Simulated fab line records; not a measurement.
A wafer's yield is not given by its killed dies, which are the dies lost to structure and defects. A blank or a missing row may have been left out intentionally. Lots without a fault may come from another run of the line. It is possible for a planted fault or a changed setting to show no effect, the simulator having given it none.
The tool behind it: which one? ; flow berkeley cmos170 ; Sampling: 14 lots, 42 wafers, 4 of 331 route steps

## WHAT EACH GAUGE READ, for each wafer
UCB170_V1_OVL_MEAS_13.
lot;measured;on;V1_OVL (nm)
L483;day 8 20:40;overlay-02;11 1 7
L484;day 9 08:39;overlay-01;-6 -3 3
L486;day 9 05:14;overlay-02;4 9 3
L485;day 9 08:49;overlay-02;6 3 -2
L488;day 10 00:22;overlay-01;2 -3 -2
L489;day 9 22:17;overlay-01;-6 2 -3
L491;day 10 07:25;overlay-02;-3 -1 2
L492;day 10 23:11;overlay-02;4 6 0
L496;day 11 10:22;overlay-02;-1 1 -1
L497;day 12 01:05;overlay-01;1 8 6
L500;day 12 11:52;overlay-01;6 2 4
L501;day 12 16:16;overlay-02;-1 -7 -2
L502;day 13 05:24;overlay-02;4 7 12
L505;day 13 22:16;overlay-01;-3 -2 -3

UCB170_M2_THK_MEAS_03: measures by xrf.
lot;measured;on;M2_AL_THK (nm)
L483;day 8 21:22;film metro-01;898 902 917
L484;day 9 09:22;film metro-01;881 901 891
L486;day 9 05:56;film metro-01;889 891 870
L485;day 9 09:35;film metro-04;908 902 907
L488;day 10 01:05;film metro-04;897 887 894
L489;day 9 22:59;film metro-02;888 884 896
L491;day 10 08:08;film metro-01;883 896 880
L492;day 10 23:53;film metro-04;904 894 896
L496;day 11 11:05;film metro-01;896 907 903
L497;day 12 01:47;film metro-01;905 906 922
L500;day 12 12:34;film metro-01;901 908 898
L501;day 12 16:58;film metro-04;889 897 895
L502;day 13 06:07;film metro-02;896 898 879
L505;day 13 22:58;film metro-01;908 898 885

## WHICH TOOL RAN EACH LOT (tool, then ch and the chambers of the sampled wafers, then the start)
lot;UCB170_GATE_STRIP_16;UCB170_V1_ETCH_14
L483;plasma asher-03 ch 0,1, day 7 15:23;rie diel-03 ch 2,3, day 8 20:41
L484;plasma asher-01 ch 0,1, day 8 02:21;rie diel-03 ch 1,3, day 9 08:40
L486;plasma asher-02 ch 0,1, day 8 02:34;rie diel-04 ch 1,3, day 9 05:16
L485;plasma asher-03 ch 0,1, day 8 02:41;rie diel-04 ch 0,3, day 9 08:51
L488;plasma asher-02 ch 0,1, day 8 17:10;rie diel-04 ch 0,2,3, day 10 00:29
L489;plasma asher-01 ch 0,1, day 8 17:12;rie diel-03 ch 0,2,3, day 9 22:20
L491;plasma asher-01 ch 0,1, day 9 01:04;rie diel-04 ch 0,1,2, day 10 07:28
L492;plasma asher-01 ch 0,1, day 9 18:21;rie diel-02 ch 2,3, day 10 23:13
L496;plasma asher-02 ch 0,1, day 10 03:26;rie diel-03 ch 0,1,2, day 11 10:24
L497;plasma asher-02 ch 0,1, day 10 17:07;rie diel-03 ch 0,1,2, day 12 01:07
L500;plasma asher-02 ch 0, day 11 03:13;rie diel-03 ch 1,3, day 12 11:53
L501;plasma asher-02 ch 0,1, day 11 13:40;rie diel-02 ch 1,3, day 12 16:18
L502;plasma asher-02 ch 0,1, day 11 21:02;rie diel-02 ch 0,2,3, day 13 05:26
L505;plasma asher-03 ch 0,1, day 12 13:42;rie diel-02 ch 1,2,3, day 13 22:18
- UCB170_GATE_STRIP_16: strips in O2.
- UCB170_V1_ETCH_14: etches SiO2 in CHF3/CF4/Ar, stops on Al, target depth 1250 nm, time 291 s.

## WHAT THE TOOLS THEMSELVES READ (means of the sampled wafers that have a number; where no wafer has one, the mark that the record gives instead)
UCB170_GATE_STRIP_16.
lot;tool;drypump motor current A (A);oes product au (a.u.)
L483;plasma asher-03;5.4;0.724
L484;plasma asher-01;5.5;0.723
L486;plasma asher-02;5.5;0.722
L485;plasma asher-03;5.6;0.725
L488;plasma asher-02;5.5;0.724
L489;plasma asher-01;5.3;0.720
L491;plasma asher-01;5.5;0.725
L492;plasma asher-01;5.6;0.725
L496;plasma asher-02;5.5;0.720
L497;plasma asher-02;5.5;0.722
L500;plasma asher-02;5.8;0.721
L501;plasma asher-02;5.7;0.727
L502;plasma asher-02;5.7;0.719
L505;plasma asher-03;5.6;0.722

UCB170_V1_ETCH_14.
lot;tool;CHF3_flow_sccm (sccm);drypump motor current A (A);oes product au (a.u.);throttle valve pct (%)
L483;rie diel-03;44.92;5.8;0.873;6.93
L484;rie diel-03;45.08;5.9;0.885;7.02
L486;rie diel-04;44.85;5.4;0.873;6.86
L485;rie diel-04;45.02;5.4;0.882;7.05
L488;rie diel-04;44.82;5.7;0.875;6.99
L489;rie diel-03;45.03;5.7;0.866;6.88
L491;rie diel-04;45.00;5.8;0.876;6.88
L492;rie diel-02;44.88;6.1;0.877;6.97
L496;rie diel-03;44.88;5.6;0.862;6.90
L497;rie diel-03;44.97;5.6;0.868;6.90
L500;rie diel-03;45.00;5.8;0.883;7.05
L501;rie diel-02;44.94;5.8;0.886;6.86
L502;rie diel-02;45.04;5.8;0.872;6.93
L505;rie diel-02;44.79;5.9;0.881;6.95

## THE ANSWER, worked out from the rows above alone
Rule: what is usual is taken from the lots themselves. The widest of any qualifying gaps counts: lots, ordered by their means at a reading, are off when they make up no more than a third of the lots, leave a main group of 4 or more, and stand apart from it by 3 or more times the standard deviation of that group's means. A main group is skipped when, at the precision printed for the reading in the tables above, its means are all equal. A lot without any number at a reading at which 4 lots or more have one is off too. Where the step has rows for the other lots, those lots are counted as sound. After the gauges, taken in route order, come the tools' own readings; for these a lot's mean is taken, as printed above. The first step at which some lot is off is used, and at that step the reading that is off furthest; a lot without a number counts as furthest.
Nothing can be told from this: no lot is off at any reading shown.

## WHAT WAS PUT IN BY THE SIMULATOR
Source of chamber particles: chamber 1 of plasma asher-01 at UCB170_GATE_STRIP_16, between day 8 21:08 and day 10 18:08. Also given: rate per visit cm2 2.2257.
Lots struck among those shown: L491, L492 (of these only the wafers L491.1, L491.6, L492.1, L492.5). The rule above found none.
